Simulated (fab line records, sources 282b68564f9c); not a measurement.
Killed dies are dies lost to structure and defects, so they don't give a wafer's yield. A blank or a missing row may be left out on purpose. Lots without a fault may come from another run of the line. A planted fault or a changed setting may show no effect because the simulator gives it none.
Which tool did it? | flow rit_cmos | 7 lots, 21 wafers sampled, at 3 steps of a route of 202

WHAT THE GAUGES READ, wafer by wafer
RIT_SILICIDE_RS_MEAS_02: measures by four-point-probe.
lot  | measured    | on            | SILICIDE_TI_RS (ohm/sq)
L701 | day 3 16:44 | film_metro-03 | 47.8 47.4 48.2
L706 | day 4 22:05 | film_metro-04 | 48.5 47.9 48.8
L708 | day 5 03:37 | film_metro-03 | 48.7 48.6 48.6
L716 | day 6 15:31 | film_metro-04 | 47.3 47.3 47.4
L719 | day 7 07:16 | film_metro-04 | 47.8 47.7 48.1
L721 | day 7 13:55 | film_metro-03 | 47.7 47.3 47.1
L723 | day 8 04:43 | film_metro-04 | 48.0 48.1 48.3

WHICH TOOL RAN EACH LOT (tool, then ch and the chambers of the sampled wafers, then the start)
lot  | RIT_FOX1_OXIDATION_00        | RIT_SILICIDE_SPUTTER_01
L701 | furnace-04 ch 0, day 1 23:15 | pvd_sputter-04, day 3 16:34
L706 | furnace-03 ch 0, day 3 02:56 | pvd_sputter-03, day 4 21:55
L708 | furnace-03 ch 0, day 3 09:34 | pvd_sputter-03, day 5 03:27
L716 | furnace-04 ch 0, day 5 01:18 | pvd_sputter-01, day 6 15:18
L719 | furnace-03 ch 0, day 5 15:13 | pvd_sputter-03, day 7 07:07
L721 | furnace-01 ch 0, day 6 01:56 | pvd_sputter-04, day 7 13:44
L723 | furnace-03 ch 0, day 6 14:13 | pvd_sputter-04, day 8 04:32
- RIT_FOX1_OXIDATION_00: target thk 350.7 nm, ox time 1130 s.
- RIT_SILICIDE_SPUTTER_01: material Ti, target thk 30 nm, time 240 s.

THE ANSWER, worked out from the rows above alone
Rule: what is usual is taken from the lots themselves. Put in order of their means at a reading, lots are off if they are a third of the lots or fewer, leave a main group of 4 or more, and stand apart from it by a gap of 3 or more times the standard deviation of the main group's means; of several such gaps the widest counts. A main group whose means are all the same, to the digits that the tables above print for the reading, isn't used. A lot without any number at a reading at which 4 lots or more have one is off too. The other lots that the step has rows for count as sound.
No lot is off at any reading shown: from this, nothing can be told.

WHAT THE SIMULATOR HAD PUT IN
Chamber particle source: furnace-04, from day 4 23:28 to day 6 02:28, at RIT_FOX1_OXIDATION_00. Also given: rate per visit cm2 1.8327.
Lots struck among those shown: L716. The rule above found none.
